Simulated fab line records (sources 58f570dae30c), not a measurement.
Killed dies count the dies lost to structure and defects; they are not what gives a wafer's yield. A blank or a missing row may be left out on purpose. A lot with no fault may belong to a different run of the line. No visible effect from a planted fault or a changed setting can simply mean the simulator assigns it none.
Struck lot and sound lot, side by side    flow berkeley-cmos170    17 out of 331 route steps
Sound: the wafers L653.1, L653.2, L653.4. The struck wafers were L665.2, L665.5, L665.6. The cause is named last.
Per side, at each step with rows, come the tool, then ch with its chambers, and then its first start. Under that, the readings that differ: sound wafers    struck wafers    difference of the means    sigmas: that difference in standard deviations of wafers without a fault.
alike: a reading whose means differ by less than 2 such deviations, as well as words and numbers matching on both sides. not compared: withheld readings; readings where some wafer has no value; bounds like >300 that might hide an equal value; numbers whose values overlap and for which the record gives no deviation.
Wherever a step has rows on one side only, a row that says differs or no value, or a row with sigmas, the two part there. Numbers that have no deviation but don't overlap get no sigmas and don't part them. Lack of a reading on every wafer of one side parts them only where that side has two or more wafers.

UCB170_PWELL_THK_MEAS_03:
  sound: film-metro-04 at day 3 12:17; struck: film-metro-04 at day 5 19:48
  alike: PWELL_OXIDE_THK
then, 2 steps without rows for these wafers: UCB170_PWELL_ANNEAL_04 (time 900 s); UCB170_PWELL_CVD_05 (deposits Si3N4 from SiH2Cl2/NH3, target thk 220 nm, time 3300 s).
UCB170_PWELL_THK_MEAS_06:
  sound: film-metro-04 at day 3 15:37; struck: film-metro-01 at day 6 03:03
  alike: PWELL_NITRIDE_THK
then, 6 steps without rows for these wafers: UCB170_PWELL_HMDS_07 (prime time 60 s); UCB170_PWELL_COAT_08 (resist thk 900 nm); UCB170_PWELL_SOFTBAKE_09 (time 60 s); UCB170_PWELL_EXPOSE_10 (exposes mask PWELL, target cd 3000 nm); UCB170_PWELL_PEB_11; UCB170_PWELL_DEVELOP_12 (develop time 43.1 s).
UCB170_PWELL_OVL_MEAS_13:
  sound: overlay-02 at day 3 17:56; struck: overlay-01 at day 6 03:57
  alike: PWELL_OVL
UCB170_PWELL_ETCH_14: etches Si3N4 in CH3F/Ar/O2, stops on SiO2, target depth 242 nm, time 151 s.
  sound on rie-diel-04 ch 0,1,2, day 3 17:58; struck on rie-diel-03 ch 0,1,3, day 6 03:59
  alike: drypump-motor-current-A, oes-product-au, throttle-valve-pct
  not compared: rf-hours-counter-h
UCB170_PWELL_IMPLANT_15:
  sound on implanter-03 ch 0, day 3 18:04; struck on implanter-03 ch 0, day 6 04:06
reading             sound                          struck                         difference  sigmas
dose-ions-cm2       4.998e+12 4.997e+12 4.995e+12  4.399e+12 4.398e+12 4.408e+12  -5.950e+11  -99 or more
faraday-current-uA  15.6 16.0 15.6                 13.9 13.8 14.2                 -1.8        -6
UCB170_PWELL_STRIP_16: strips in O2.
  sound on plasma-asher-03 ch 0,1, day 3 18:13; struck on plasma-asher-03 ch 0,1, day 6 04:14
reading              sound              struck             difference  sigmas
o2-flow-sccm (sccm)  402.7 400.8 401.8  399.0 399.5 398.4  -2.8        -2
  alike: drypump-motor-current-A, oes-product-au, strip-time-to-endpoint-s
  not compared: rf-hours-counter-h
UCB170_PWELL_TW_MEAS_17:
  sound: film-metro-04 at day 3 18:19; struck: film-metro-01 at day 6 04:20
reading   sound              struck             difference  sigmas
PWELL_TW  382.6 383.3 381.3  363.4 363.4 363.9  -18.8       -10
then, 1 step without rows for these wafers: UCB170_PWELL_CLEAN_18 (cleans in SPM, time 600 s).
-- the record jumps here: 5 days lie between the struck wafers' starts before and after (it left off in module PWELL and takes up again in module M3, whose first step shown is number 331 of the route) --
UCB170_M3_PROBE_99:
  sound: prober-01 at day 9 08:45; struck: prober-01 at day 11 12:20
reading                                  sound                 struck                difference  sigmas
model.etest.nwell.width-nm (nm)          2366 2354 2375        2432 2426 2419        +61         
model.etest.nwell.line-ohm-um            363.6 363.1 362.1     357.7 356.1 356.2     -6.3        
model.etest.diode-nplus-pwell.cj-ff-um2  0.4275 0.4279 0.4293  0.4051 0.4067 0.4076  -0.0218     
model.etest.diode-nplus-comb.cj-ff-um2   0.7986 0.7997 0.795   0.7908 0.7902 0.7914  -0.0070     

WHERE THEY PART
Earliest at UCB170_PWELL_IMPLANT_15; latest, in this record, at UCB170_PWELL_TW_MEAS_17.

WHY: what had been put in by the simulator
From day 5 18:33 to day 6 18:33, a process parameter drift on implanter-03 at UCB170_PWELL_IMPLANT_15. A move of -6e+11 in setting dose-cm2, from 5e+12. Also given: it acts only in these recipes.
